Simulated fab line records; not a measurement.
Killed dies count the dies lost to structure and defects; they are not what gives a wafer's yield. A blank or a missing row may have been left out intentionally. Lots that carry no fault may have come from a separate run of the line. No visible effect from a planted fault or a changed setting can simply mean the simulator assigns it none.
Which of the tools did it? | flow berkeley_cmos170 | Sampling: 7 lots, 21 wafers, 4 of 331 route steps

## WHAT EACH GAUGE READ, for each wafer
UCB170_M3_CD_MEAS_15 targets a cd of 700 nm.
lot  | measured     | on        | cd_nm (nm)
L893 | day 8 14:58  | cd_sem-02 | 700.4 698.8 699.5
L896 | day 8 17:02  | cd_sem-02 | 700.0 698.6 699.1
L898 | day 10 01:28 | cd_sem-02 | 700.1 700.3 701.0
L901 | day 10 01:37 | cd_sem-01 | 700.2 700.0 701.0
L902 | day 10 22:59 | cd_sem-01 | 721.5 722.3 723.6
L913 | day 12 13:53 | cd_sem-01 | 702.6 699.9 700.3
L915 | day 13 06:28 | cd_sem-01 | 702.7 703.4 703.0

## WHAT TOOL EACH LOT RAN ON (gives the tool, then ch and the chambers of the sampled wafers, and finally the start)
lot  | UCB170_M2_STRIP_07                   | UCB170_V2_CMP_02              | UCB170_M3_SOFTBAKE_11
L893 | plasma_asher-04 ch 0,1, day 8 07:04  | cmp-02 ch 0,1,3, day 8 09:20  | litho_track-04 ch 0, day 8 14:00
L896 | plasma_asher-04 ch 0,1, day 8 09:08  | cmp-01 ch 0,2, day 8 12:14    | litho_track-04 ch 0, day 8 15:00
L898 | plasma_asher-03 ch 0,1, day 9 15:17  | cmp-02 ch 0,2,3, day 9 18:14  | litho_track-04 ch 0, day 9 23:00
L901 | plasma_asher-04 ch 0,1, day 9 16:08  | cmp-02 ch 1,2,3, day 9 18:35  | litho_track-04 ch 0, day 10 00:00
L902 | plasma_asher-04 ch 0,1, day 10 11:29 | cmp-01 ch 2,3, day 10 15:15   | litho_track-01 ch 0, day 10 21:00
L913 | plasma_asher-03 ch 0,1, day 12 01:38 | cmp-02 ch 0,1,2, day 12 05:31 | litho_track-04 ch 0, day 12 12:00
L915 | plasma_asher-03 ch 0,1, day 12 20:34 | cmp-02 ch 0,2, day 12 22:45   | litho_track-03 ch 0, day 13 05:00
- UCB170_M2_STRIP_07: strips in O2.
- UCB170_V2_CMP_02: polishes SiO2.
- UCB170_M3_SOFTBAKE_11: time 60 s.

## THE ANSWER, worked out from the rows above alone
Rule: the lots themselves supply what counts as usual. Put in order of their means at a reading, lots are off if they are a third of the lots or fewer, leave a main group of 4 or more, and stand apart from it by a gap of 3 or more times the standard deviation of the main group's means; of several such gaps the widest counts. A main group whose means are all the same, to the digits that the tables above print for the reading, isn't used. Also off: a lot with no number at a reading for which 4 or more lots have one. Any other lot the step has rows for is counted as sound.
Off, at UCB170_M3_CD_MEAS_15 on cd_nm: L902. The main group: mean 700.6 nm, standard deviation 1.2.
A tool fits if, at a process step before that reading, it ran every lot that is off, and no sound lot after the first of them. Those tools and the gauges at UCB170_M3_CD_MEAS_15 are tried in the same way. Can't be told from this: 3 tools fit, plasma_asher-04 at UCB170_M2_STRIP_07, cmp-01 at UCB170_V2_CMP_02, litho_track-01 at UCB170_M3_SOFTBAKE_11.

## WHAT THE SIMULATOR HAD PUT IN
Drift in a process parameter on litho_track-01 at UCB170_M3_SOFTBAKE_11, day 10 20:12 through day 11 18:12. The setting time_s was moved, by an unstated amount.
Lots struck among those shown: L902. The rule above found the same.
